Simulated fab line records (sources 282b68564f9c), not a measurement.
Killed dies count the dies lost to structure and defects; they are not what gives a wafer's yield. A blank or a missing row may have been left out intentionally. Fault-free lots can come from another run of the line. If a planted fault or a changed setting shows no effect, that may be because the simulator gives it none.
A lot that was struck, set against a sound lot :: flow rit_cmos :: 32 steps out of a route of 202
Sound: wafers L190.2, L190.3, L190.6. Wafers struck: L202.1, L202.3, L202.5. Last of all comes the cause.
Order at every step that has rows: each side's tool, ch and its chambers, its first start. Under that, the readings that differ: sound wafers :: struck wafers :: difference of the means :: sigmas: that difference in standard deviations of wafers without a fault.
alike: a reading whose means differ by less than 2 such deviations, as well as words and numbers matching on both sides. not compared: withheld readings; readings where some wafer has no value; bounds like >300 that might hide an equal value; numbers whose values overlap and for which the record gives no deviation.
A row with sigmas, a row that says differs or no value, or rows on one side alone: a step with any of these is where the two part. Numbers that don't overlap but have no deviation are shown without sigmas and don't part them. A reading missing from all wafers of one side parts the sides only when that side holds two or more wafers.

RIT_ACTIVE_BOW_MEAS_00:
  struck on film_metro-04, day 5 04:00; sound on film_metro-02, day 2 16:01
  alike: INCOMING_BOW
RIT_ACTIVE_OXIDATION_01: target thk 46.8 nm, ox time 3360 s.
  sound on furnace-04 ch 0, day 2 16:07; struck on furnace-04 ch 0, day 5 04:37
  alike: tube_center_temp_C_max, zone_power_load_pct
RIT_ACTIVE_THK_MEAS_02:
  struck on film_metro-04, day 5 06:33; sound on film_metro-02, day 2 18:04
  alike: ACTIVE_OXIDE_THK
then, 1 step without rows for these wafers: RIT_ACTIVE_CVD_03 (deposits Si3N4 from SiH2Cl2/NH3, target thk 150 nm, time 1500 s).
RIT_ACTIVE_THK_MEAS_04:
  struck on film_metro-01, day 5 08:08; sound on film_metro-01, day 2 19:32
reading: ACTIVE_NITRIDE_THK (nm)
sound: 152.5 152.5 151.6
struck: 148.2 147.5 148.0
difference: -4.3
sigmas: -3
then, 6 steps without rows for these wafers: RIT_ACTIVE_HMDS_05 (prime time 60 s); RIT_ACTIVE_COAT_06 (resist thk 1000 nm); RIT_ACTIVE_SOFTBAKE_07 (time 60 s); RIT_ACTIVE_EXPOSE_08 (exposes mask M1, target cd 1400 nm); RIT_ACTIVE_PEB_09; RIT_ACTIVE_DEVELOP_10 (develop time 50 s).
RIT_ACTIVE_CD_MEAS_11 targets a cd of 1400 nm.
  struck on cd_sem-01, day 5 09:10; sound on cd_sem-01, day 2 20:35
reading: cd_nm (nm)
sound: 1405.6 1400.8 1405.4
struck: 1398.1 1397.4 1398.6
difference: -5.9
sigmas: -2
then, 1 step without rows for these wafers: RIT_ACTIVE_HARDBAKE_12 (time 60 s).
RIT_ACTIVE_ETCH_13: etches Si3N4 in SF6, stops on SiO2, time 210 s, target depth 210 nm.
  sound on rie_diel-02 ch 2,3, day 2 20:50; struck on rie_diel-03 ch 0,1,2, day 5 09:26
  alike: SF6_flow_sccm, drypump_motor_current_A, oes_product_au, throttle_valve_pct
  not compared: rf_hours_counter_h
RIT_ACTIVE_STRIP_14: strips in O2, time 180 s.
  sound on plasma_asher-03 ch 0,1, day 2 20:58; struck on plasma_asher-01 ch 0,1, day 5 09:34
  alike: drypump_motor_current_A, rf_refl_power_W
  not compared: rf_hours_counter_h
RIT_ACTIVE_CD_MEAS_90 targets a cd of 1400 nm.
  struck on cd_sem-02, day 5 09:45; sound on cd_sem-02, day 2 21:10
reading: cd_nm (nm)
sound: 1405.7 1401.0 1405.1
struck: 1398.1 1397.3 1398.3
difference: -6.0
sigmas: -3
then, 4 steps without rows for these wafers: RIT_ACTIVE_CLEAN_15 (cleans in SC1, time 600 s); RIT_ACTIVE_CLEAN_16 (cleans in dHF, time 30 s); RIT_ACTIVE_CLEAN_17 (cleans in SC2, time 600 s); RIT_FOX1_OXIDATION_00 (target thk 350.7 nm, ox time 1130 s).
RIT_FOX1_THK_MEAS_01:
  struck on film_metro-04, day 5 13:34; sound on film_metro-03, day 2 23:53
  alike: FOX1_OXIDE_THK
then, 2 steps without rows for these wafers: RIT_FOX1_WET_ETCH_02 (etches SiO2 in BOE, target depth 350 nm, time 390 s); RIT_FOX2_OXIDATION_00 (target thk 350.7 nm, ox time 1130 s).
RIT_FOX2_THK_MEAS_01:
  struck on film_metro-03, day 5 15:25; sound on film_metro-02, day 3 01:24
  alike: FOX2_OXIDE_THK
then, 2 steps without rows for these wafers: RIT_FOX2_CLEAN_02 (cleans in dHF, time 180 s); RIT_FOX2_WET_ETCH_03 (etches Si3N4 in H3PO4, target depth 195 nm, time 2700 s).
RIT_FOX2_THK_MEAS_90:
  struck on film_metro-03, day 5 16:17; sound on film_metro-02, day 3 02:21
  alike: FIELD_OXIDE_LEFT_1_THK
then, 4 steps without rows for these wafers: RIT_NWELL_HMDS_00 (prime time 58.51 s); RIT_NWELL_COAT_01 (resist thk 1300 nm); RIT_NWELL_SOFTBAKE_02 (time 60 s); RIT_NWELL_EXPOSE_03 (exposes mask M2, target cd 43900 nm).
RIT_M1_PROBE_99:
  struck on prober-02, day 7 08:20; sound on prober-02, day 4 21:20
reading: killed_at_front_end
sound: 6 5 5
struck: 108 103 122
difference: +106
sigmas: +33

reading: killed_dies
sound: 6 6 5
struck: 108 103 122
difference: +105
sigmas: +33

reading: killed_on_rim
sound: 1 1 0
struck: 27 31 41
difference: +32
sigmas: +23
  alike: killed_at_contacts, killed_open, killed_short

== WHERE THEY PART ==
First at RIT_ACTIVE_THK_MEAS_04; last, within this record, at RIT_M1_PROBE_99.

WHY: the cause the simulator had injected
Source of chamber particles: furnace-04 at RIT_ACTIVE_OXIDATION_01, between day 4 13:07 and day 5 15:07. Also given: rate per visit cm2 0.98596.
